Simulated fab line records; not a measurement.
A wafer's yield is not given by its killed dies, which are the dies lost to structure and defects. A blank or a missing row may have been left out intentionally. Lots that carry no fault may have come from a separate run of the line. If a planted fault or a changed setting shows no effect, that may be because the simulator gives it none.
Problem report in the 8D (eight disciplines) form, filled by code    flow berkeley_cmos170    the parts of the form that need people (team, actions taken, sign-off) are left out

## 1. THE PROBLEM
Wafers without a fault read 9.998e+12, standard deviation 1.1e+10; dose_ions_cm2 at UCB170_NWELL_IMPLANT_14 reads a mean of 1.100e+13 on 6 wafers belonging to 2 lots. Measured from the usual mean, that is +91 standard deviations.
The first sign was on wafer L795.1 at day 4 18:05, on implanter-02. The record holds 18 wafers of 6 lots with a number at this step. The rule behind "out" and "out of limits": a value lying over 4 standard deviations away from the usual mean. Any other wafer with a number is counted as sound.

## 2. WHAT IT IS; WHAT IT IS NOT
question                     is                                 is not
which readings at this step  dose_ions_cm2, faraday_current_uA  -
which lots                   L795, L796                         L788, L793, L798, L804
which wafers of those lots   all that have a number             -
read on which tools          implanter-02                       implanter-01
when                         from day 4 18:05                   up to then (6 sound wafers); but 6 sound wafers of L798, L804 came after

## 3. SUSPECTS, AND WHAT RULES EACH OUT
Counting: a tool stays on the suspect list if, at a process step up to the reading, it processed all lots that are out and no sound lot following the first of them.
- implanter-02 at UCB170_NWELL_IMPLANT_14: kept. It processed each lot that is out, first L795 at day 4 18:05, and no sound lot thereafter; up to then, the last sound lot it processed was L793 at day 4 08:04. Its own dose_ions_cm2, faraday_current_uA readings are out on those wafers.
The count leaves implanter-02 at UCB170_NWELL_IMPLANT_14.

## 4. THE CAUSE (what the simulator had put in)
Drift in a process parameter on implanter-02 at UCB170_NWELL_IMPLANT_14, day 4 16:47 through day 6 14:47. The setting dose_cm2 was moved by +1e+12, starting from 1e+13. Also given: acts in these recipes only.
The count eliminated every tool but this one.

## 5. THE CHAIN OF EFFECTS, in route order
Each row: a reading where the mean over the struck wafers with a number is more than 3 standard deviations away from the usual. Only readings whose record carries a usual standard deviation are examined. hours: median over the lots of the time between each lot's start at the first step of this table that gives one and its start at this step. sigmas: the change, counted in usual standard deviations.
hours  step                     reading             usual      on struck wafers  change      sigmas
0      UCB170_NWELL_IMPLANT_14  dose_ions_cm2       9.998e+12  1.100e+13         +9.992e+11  +91
0      UCB170_NWELL_IMPLANT_14  faraday_current_uA  31.8       35.4              +3.6        +6.0
The process steps in it:
- UCB170_NWELL_IMPLANT_14

## 6. WHAT WOULD HAVE CAUGHT IT SOONER
In this record the first reading out of limits was taken at day 4 18:05, 1 hour after the fault began at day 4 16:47.
